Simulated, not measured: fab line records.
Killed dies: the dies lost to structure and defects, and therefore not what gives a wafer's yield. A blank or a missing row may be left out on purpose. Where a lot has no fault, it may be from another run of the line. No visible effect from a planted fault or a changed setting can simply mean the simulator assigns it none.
Problem report in the 8D (eight disciplines) form, filled by code -- flow rit_cmos -- the parts of the form that need people (team, actions taken, sign-off) are left out

1. THE PROBLEM
M1_AL_RS at RIT_M1_RS_MEAS_01 reads a mean of 0.0466 ohm/sq on 1 wafer of 1 lot; wafers without a fault read 0.0735 ohm/sq with a standard deviation of 0.00072. Relative to the usual mean, that is a shift of -37 standard deviations.
The step: measures by four-point-probe.
The first sign was on wafer L370.1 at day 5 11:47, on film_metro-02. The record holds 39 wafers of 13 lots with a number at this step. By rule, "out" or "out of limits" means more than 4 standard deviations away from the usual mean. The other wafers with a number count as sound.

2. WHAT THIS IS AND IS NOT
question,is,is not
which readings at this step,M1_AL_RS,-
which lots,L370,"L361, L362, L363, L367, L371, L374, L376, L378, L380, L381, L382, L383"
which wafers of those lots,L370.1,"L370.2, L370.6"
read on which gauges,film_metro-02,"film_metro-01, film_metro-04"
when,from day 5 11:47,"up to then (14 sound wafers); but 24 sound wafers of L371, L374, L376, L378, L380, L381, L382, L383 came after"

3. WHAT RULES OUT EACH SUSPECT
Counting: if a tool at a process step up to the reading ran every lot that is out, it stays a suspect. Sound lots after the first of them don't rule it out here, since some wafers of a struck lot are sound.
- the gauge at RIT_M1_RS_MEAS_01 has been ruled out. All the wafers that are out were read on film_metro-02, but those of them that RIT_M1_METAL_ETCH_12 has rows for are out there too, on other tools.
- pvd_sputter-01 at RIT_M1_SPUTTER_00 (material Al, target thk 400 nm, time 500 s): kept. L370, the lot that is out, went through it at day 5 11:29; up to then, the latest sound lot through it was L363 at day 3 22:53.
After counting, what remains is pvd_sputter-01 at RIT_M1_SPUTTER_00.

4. THE CAUSE (what the simulator had put in)
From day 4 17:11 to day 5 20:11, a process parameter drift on pvd_sputter-01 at RIT_M1_SPUTTER_00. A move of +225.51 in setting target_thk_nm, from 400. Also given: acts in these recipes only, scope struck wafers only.
The count eliminated every tool but this one.

5. THE CHAIN OF EFFECTS, in route order
Each row: a reading whose mean over the struck wafers that have a number lies more than 3 standard deviations from the usual. Only readings for which the record gives a usual standard deviation are gone through. hours: the time from each lot's start at the first step in this table that gives one to its start at this step, as a median over the lots. sigmas: the change in usual standard deviations.
hours,step,reading,usual,on struck wafers,change,sigmas
0,RIT_M1_RS_MEAS_01,M1_AL_RS,0.0735 ohm/sq,0.0466,-0.0269,-37
0,RIT_M1_THK_MEAS_02,M1_AL_THK,398 nm,625,+227,+54
1,RIT_M1_METAL_ETCH_12,oes_product_au,0.784 a.u.,0.997,+0.213,+19
4,RIT_M1_PROBE_99,defect_limited_yield,97.5 %,10.2,-87.3,-79
4,RIT_M1_PROBE_99,killed_at_M0_to_M3,0.0,228.0,+228.0,+99 or more
4,RIT_M1_PROBE_99,killed_dies,6.6,237.0,+230.4,+82
4,RIT_M1_PROBE_99,killed_on_rim,1.8,70.0,+68.2,+57
Its process steps:
- RIT_M1_METAL_ETCH_12: etches Al in Cl2/BCl3, stops on SiO2, time 165 s, target depth 600 nm.
- RIT_M1_PROBE_99

6. HOW IT WOULD HAVE BEEN CAUGHT EARLIER
In this record the first reading out of limits at a measuring or inspecting step was taken at day 5 11:47, 19 hours after the fault began at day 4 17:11.
Tool readings at RIT_M1_SPUTTER_00 with a usual standard deviation given in the record: none out on any struck wafer, hence no alarm at a limit of 4 standard deviations on them.
By day 5 11:47 the whole set of lots that are out, 1 in number, had already begun RIT_M1_SPUTTER_00 on pvd_sputter-01. Had the tool been put on hold then, not one of them would have been saved.
